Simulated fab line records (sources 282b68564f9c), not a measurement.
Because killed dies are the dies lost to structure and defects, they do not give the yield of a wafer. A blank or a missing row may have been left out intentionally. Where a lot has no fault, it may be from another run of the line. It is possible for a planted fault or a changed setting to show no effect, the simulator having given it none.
A single fault, viewed from 2 desks ; flow rit_cmos ; what lay behind the numbers comes last; until then each desk has only its own

METROLOGY DESK
What the gauges read for every lot (on any tool): the sampled wafers with a number, averaged. Any lot whose mean is over 4 standard deviations away from the usual mean is out of limits and marked OUT; that distance is given in the brackets.
Columns: A = PSD_TW at RIT_PSD_TW_MEAS_10, usual 3420; B = PSD_RS at RIT_SDANNEAL_RS_MEAS_04, usual 115.91 ohm/sq; C = PLDD_RS at RIT_SDANNEAL_RS_MEAS_06, usual 178.7 ohm/sq; D = cd_nm at RIT_CONTACT_CD_MEAS_90, usual 1000.6 nm
lot;first seen here;A;B;C;D
L147;day 3 21:31;3425;115.67;178.2;998.8
L149;day 4 09:22;3404;115.91;179.1;1001.6
L154;day 4 20:47;3432;116.32;179.7;999.5
L153;day 4 22:25;3391;115.93;179.4;1001.1
L156;day 5 04:35;3419;115.62;178.8;1001.7
L158;day 5 14:46;3420;115.73;178.9;999.2
L160;day 6 00:40;3428;115.91;178.3;999.7
L161;day 6 07:14;3443;116.07;178.2;999.9
L162;day 6 09:17;3416;115.94;178.3;1000.6
L164;day 6 22:16;3702 (+19) OUT;98.40 (-60) OUT;178.8;1003.2
L166;day 7 07:32;3666 (+16) OUT;98.98 (-58) OUT;179.0;999.1
L168;day 7 20:22;3420;115.79;179.1;1000.0
L169;day 7 21:42;3428;115.61;178.2;1000.0
L170;day 8 00:51;3427;116.45;178.6;997.9
This desk's finding: out of limits on L164, L166; first on L164, day 6 22:16 (PSD_TW at RIT_PSD_TW_MEAS_10). L147, L149, L154, L153, L156, L158, L160, L161, L162, L168, L169, L170: within limits.

FOR THE TOOL OWNER'S DESK: implanter-03
RIT_PSD_IMPLANT_08, tool's own readings: per-lot mean of the sampled wafers with a number, covering each lot this tool ran. Any lot whose mean is over 4 standard deviations away from the usual mean is out of limits and marked OUT; that distance is given in the brackets.
Columns: A = beam_energy_keV at RIT_PSD_IMPLANT_08, usual 27.000
lot;first seen here;A
L147;day 3 21:13;26.997
L149;day 4 09:04;27.001
L154;day 4 20:29;26.992
L153;day 4 22:06;26.986
L156;day 5 04:18;27.002
L160;day 6 00:22;27.009
L164;day 6 21:57;36.449 (+99 or more) OUT
L166;day 7 07:13;36.460 (+99 or more) OUT
Finding of this desk: L164, L166 out of limits; the first was L164 at day 6 21:57, on beam_energy_keV at RIT_PSD_IMPLANT_08. L147, L149, L154, L153, L156, L160: within limits.

TAKEN TOGETHER
At day 6 21:57, on L164, L166, the tool owner's desk was in a position to raise an alarm.
At day 6 22:16 the metrology desk could have sounded an alarm, on L164, L166.
On implanter-03, each named lot ran RIT_PSD_IMPLANT_08.

WHAT THE SIMULATOR PUT IN
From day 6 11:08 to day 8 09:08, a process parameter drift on implanter-03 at RIT_PSD_IMPLANT_08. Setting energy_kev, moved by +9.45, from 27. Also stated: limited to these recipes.
Lots struck among those shown: L164, L166.
Time in hours from fault onset to the first out-of-limits reading at each desk: tool owner's desk 11, metrology desk 11.
